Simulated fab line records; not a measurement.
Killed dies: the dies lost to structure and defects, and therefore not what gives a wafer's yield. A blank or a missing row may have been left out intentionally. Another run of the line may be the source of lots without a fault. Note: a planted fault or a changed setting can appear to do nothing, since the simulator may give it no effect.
A lot that was struck, set against a sound lot | flow rit cmos | 21 steps out of a route of 202
Sound: these wafers, L332.2, L332.3, L332.4. Struck: wafers L349.4, L349.5, L349.6. At the end, the cause is stated.
For every step that has rows: the tool of each side, followed by ch and its chambers, followed by its first start. Under that, the readings that differ: sound wafers | struck wafers | difference of the means | sigmas: that difference in standard deviations of wafers without a fault.
alike: readings whose means differ by less than 2 such deviations, and words and numbers that are the same on both sides. not compared: withheld readings, readings that some wafer has no value for, bounds like >300 that may hide the same value, and numbers for which the record gives no deviation and whose values overlap.
The two part at a step that has a row with sigmas, a row that says differs or no value, or rows on one side only. When numbers do not overlap yet have no deviation, they are printed without sigmas and do not part them. A reading missing from all wafers of one side parts the sides only when that side holds two or more wafers.

RIT_PLDD_OVL_MEAS_06:
  sound on overlay-02 at day 3 11:25; struck on overlay-01 at day 7 02:33
  alike: PLDD_OVL
then, 2 steps without rows for these wafers: RIT_PLDD_HARDBAKE_07 (time 60 s); RIT_PLDD_IMPLANT_08.
RIT_PLDD_STRIP_09: strips in O2, time 180 s.
  sound on plasma asher-02 ch 0,1, day 3 11:45; struck on plasma asher-02 ch 0,1, day 7 02:55
  alike: drypump motor current A
  not compared: rf hours counter h
RIT_PLDD_TW_MEAS_10:
  sound on film metro-02 at day 3 11:56; struck on film metro-02 at day 7 03:04
  alike: PLDD_TW
then, 4 steps without rows for these wafers: RIT_SPACER_CLEAN_00 (cleans in SC1, time 600 s); RIT_SPACER_CLEAN_01 (cleans in dHF, time 30 s); RIT_SPACER_CLEAN_02 (cleans in SC2, time 600 s); RIT_SPACER_CVD_03 (deposits Si3N4 from SiH2Cl2/NH3, target thk 250 nm, time 3300 s).
RIT_SPACER_THK_MEAS_04:
  sound on film metro-01 at day 3 14:29; struck on film metro-04 at day 7 06:33
  reading                 | sound             | struck            | difference | sigmas
  SPACER_NITRIDE_THK (nm) | 254.1 255.2 254.3 | 247.3 249.5 247.1 | -6.6       | -3
RIT_SPACER_ETCHBACK_05: etches Si3N4 in SF6/CHF3, stops on SiO2, target depth 250 nm, time 240 s.
  sound on rie diel-01 ch 0,2,3, day 3 14:32; struck on rie diel-01 ch 0,1,2, day 7 06:35
  alike: drypump motor current A, oes product au, throttle valve pct
  not compared: rf hours counter h
then, 1 step without rows for these wafers: RIT_NSD_HMDS_00 (prime time 60 s).
RIT_NSD_COAT_01: resist thk 1000 nm.
  sound on litho track-01 ch 0, day 3 14:52; struck on litho track-04 ch 0, day 7 06:57
  reading                                  | sound                | struck               | difference | sigmas
  spin speed rpm (rpm)                     | 3253.1 3252.8 3253.7 | 3172.3 3171.2 3171.6 | -81.5      | -33
  model.NOVOLAK_of_NSD_COAT_01.thk nm (nm) | 1003 1002 1004       | 1011 1011 1012       | +8         |
RIT_NSD_SOFTBAKE_02: time 61.69 s.
  sound on litho track-01 ch 0, day 3 15:01; struck on litho track-04 ch 0, day 7 07:06
  reading                     | sound                | struck               | difference | sigmas
  plate sensor t centre C (C) | 90.952 90.972 90.950 | 90.971 90.969 91.002 | +0.023     | +2
  alike: plate sensor t edge C
then, 3 steps without rows for these wafers: RIT_NSD_EXPOSE_03 (exposes mask M9, target cd 40700 nm); RIT_NSD_PEB_04; RIT_NSD_DEVELOP_05 (develop time 50 s).
RIT_NSD_OVL_MEAS_06:
  sound on overlay-02 at day 3 15:32; struck on overlay-02 at day 7 07:45
  alike: NSD_OVL
RIT_NSD_HARDBAKE_07: time 60 s.
  sound on litho track-01 ch 0, day 3 15:35; struck on litho track-01 ch 0, day 7 07:50
  reading                                  | sound             | struck            | difference | sigmas
  model.NOVOLAK_of_NSD_COAT_01.thk nm (nm) | 886.7 885.3 887.3 | 893.4 893.5 894.4 | +7.3       |
then, 1 step without rows for these wafers: RIT_NSD_IMPLANT_08.
RIT_M1_PROBE_99:
  rows exist in the record for the struck wafers here (prober-02, day 7 18:21), but not for the sound ones

## WHERE THEY PART
Last at RIT_M1_PROBE_99 as far as this record goes, first at RIT_SPACER_THK_MEAS_04.

WHY: what the simulator had put in
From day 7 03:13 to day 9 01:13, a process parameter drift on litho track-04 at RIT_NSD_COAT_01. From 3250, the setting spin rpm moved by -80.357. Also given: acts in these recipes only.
